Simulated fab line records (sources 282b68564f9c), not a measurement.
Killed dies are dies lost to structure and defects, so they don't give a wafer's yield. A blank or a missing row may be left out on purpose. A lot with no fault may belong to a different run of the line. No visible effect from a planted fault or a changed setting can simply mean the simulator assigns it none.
Comparing a struck lot with a sound one :: flow ritCmos :: 33 out of 202 route steps
Sound: wafers L617.2, L617.3, L617.5. Wafers L624.1, L624.2, L624.5 were the ones struck. Last of all comes the cause.
For every step that has rows: the tool of each side, followed by ch and its chambers, followed by its first start. Under that, the readings that differ: sound wafers :: struck wafers :: difference of the means :: sigmas: that difference in standard deviations of wafers without a fault.
alike: readings whose means differ by less than 2 such deviations, and words and numbers that are the same on both sides. not compared: withheld readings, readings that some wafer has no value for, bounds like >300 that may hide the same value, and numbers for which the record gives no deviation and whose values overlap.
A row with sigmas, a row that says differs or no value, or rows on one side alone: a step with any of these is where the two part. When numbers do not overlap yet have no deviation, they are printed without sigmas and do not part them. A reading missing from all wafers of one side parts the sides only when that side holds two or more wafers.

first, 1 step without rows for these wafers: RIT_PWELL_DEVELOP_05 (develop time 68 s).
RIT_PWELL_OVL_MEAS_06:
  struck on overlay-02, day 3 10:59; sound on overlay-01, day 1 23:37
  alike: PWELL_OVL
then, 2 steps without rows for these wafers: RIT_PWELL_HARDBAKE_07 (time 120 s); RIT_PWELL_IMPLANT_08.
RIT_PWELL_STRIP_09: strips in O2, time 180 s.
  sound on plasmaAsher-01 ch 0,1, day 2 00:03; struck on plasmaAsher-03 ch 0,1, day 3 11:25
  alike: drypumpMotorCurrentA
  not compared: rfHoursCounterH
RIT_PWELL_TW_MEAS_10:
  struck on filmMetro-02, day 3 11:35; sound on filmMetro-01, day 2 00:14
reading: PWELL_TW
sound: 930 932 931
struck: 951 954 952
difference: +21
sigmas: +2
then, 1 step without rows for these wafers: RIT_WELLDRIVE_ANNEAL_00 (time 14700 s).
RIT_WELLDRIVE_RS_MEAS_01: the measuring method here is four-point-probe.
  struck on filmMetro-01, day 3 16:48; sound on filmMetro-01, day 2 06:23
  alike: NWELL_RS
RIT_WELLDRIVE_RS_MEAS_02: the measuring method here is four-point-probe.
  struck on filmMetro-01, day 3 16:55; sound on filmMetro-01, day 2 06:31
  alike: PWELL_RS
then, 3 steps without rows for these wafers: RIT_NRETRO_HMDS_00 (prime time 60 s); RIT_NRETRO_COAT_01 (resist thk 1300 nm); RIT_NRETRO_SOFTBAKE_02 (time 60 s).
RIT_NRETRO_EXPOSE_03: exposes mask M4, target cd 43900 nm.
  sound on ilineStepper-02 ch 0, day 2 07:05; struck on ilineStepper-02 ch 0, day 3 17:29
reading: mask
sound: M4#0 M4#0 M4#0
struck: M5#0 M5#0 M5#0
difference: differs
sigmas: 
then, 2 steps without rows for these wafers: RIT_NRETRO_PEB_04; RIT_NRETRO_DEVELOP_05 (develop time 68 s).
RIT_NRETRO_OVL_MEAS_06:
  struck on overlay-02, day 3 17:55; sound on overlay-02, day 2 07:30
reading: NRETRO_OVL (nm)
sound: -2.0 -2.1 -0.7
struck: - - -
difference: no value on the struck wafers
sigmas: 
then, 2 steps without rows for these wafers: RIT_NRETRO_HARDBAKE_07 (time 120 s); RIT_NRETRO_IMPLANT_08.
RIT_NRETRO_STRIP_09: strips in O2, time 180 s.
  sound on plasmaAsher-02 ch 0, day 2 07:56; struck on plasmaAsher-02 ch 0,1, day 3 18:21
  alike: drypumpMotorCurrentA
  not compared: rfHoursCounterH
RIT_NRETRO_TW_MEAS_10:
  struck on filmMetro-02, day 3 18:32; sound on filmMetro-03, day 2 08:07
reading: NRETRO_TW
sound: 1042 1047 1046
struck: 30 30 30
difference: -1015
sigmas: -99 or more
then, 6 steps without rows for these wafers: RIT_PRETRO_HMDS_00 (prime time 60 s); RIT_PRETRO_COAT_01 (resist thk 1300 nm); RIT_PRETRO_SOFTBAKE_02 (time 60 s); RIT_PRETRO_EXPOSE_03 (exposes mask M5, target cd 43700 nm); RIT_PRETRO_PEB_04; RIT_PRETRO_DEVELOP_05 (develop time 68 s).
RIT_PRETRO_OVL_MEAS_06:
  struck on overlay-01, day 3 19:28; sound on overlay-01, day 2 09:11
  alike: PRETRO_OVL
then, 2 steps without rows for these wafers: RIT_PRETRO_HARDBAKE_07 (time 120 s); RIT_PRETRO_IMPLANT_08.
RIT_PRETRO_STRIP_09: strips in O2, time 180 s.
  sound on plasmaAsher-02 ch 0,1, day 2 09:37; struck on plasmaAsher-02 ch 0,1, day 3 19:54
  alike: drypumpMotorCurrentA
  not compared: rfHoursCounterH
RIT_PRETRO_TW_MEAS_10:
  struck on filmMetro-02, day 3 20:05; sound on filmMetro-02, day 2 09:47
reading: PRETRO_TW
sound: 474 477 474
struck: 1063 1073 1061
difference: +591
sigmas: +99 or more
then, 1 step without rows for these wafers: RIT_GATE_WET_ETCH_00 (etches SiO2 in BOE, target depth 56 nm, time 60 s).
RIT_M1_PROBE_99:
  struck on prober-01, day 4 22:02; sound on prober-01, day 3 12:52
reading: killedAtFrontEnd
sound: 11 12 5
struck: 264 264 264
difference: +255
sigmas: +88

reading: killedDies
sound: 11 12 5
struck: 264 264 264
difference: +255
sigmas: +85

reading: killedOnRim
sound: 2 4 3
struck: 70 70 70
difference: +67
sigmas: +48
  alike: killedOpen, killedShort

WHERE THEY PART
First at RIT_PWELL_TW_MEAS_10; last, within this record, at RIT_M1_PROBE_99.

WHY: whatever the simulator had introduced
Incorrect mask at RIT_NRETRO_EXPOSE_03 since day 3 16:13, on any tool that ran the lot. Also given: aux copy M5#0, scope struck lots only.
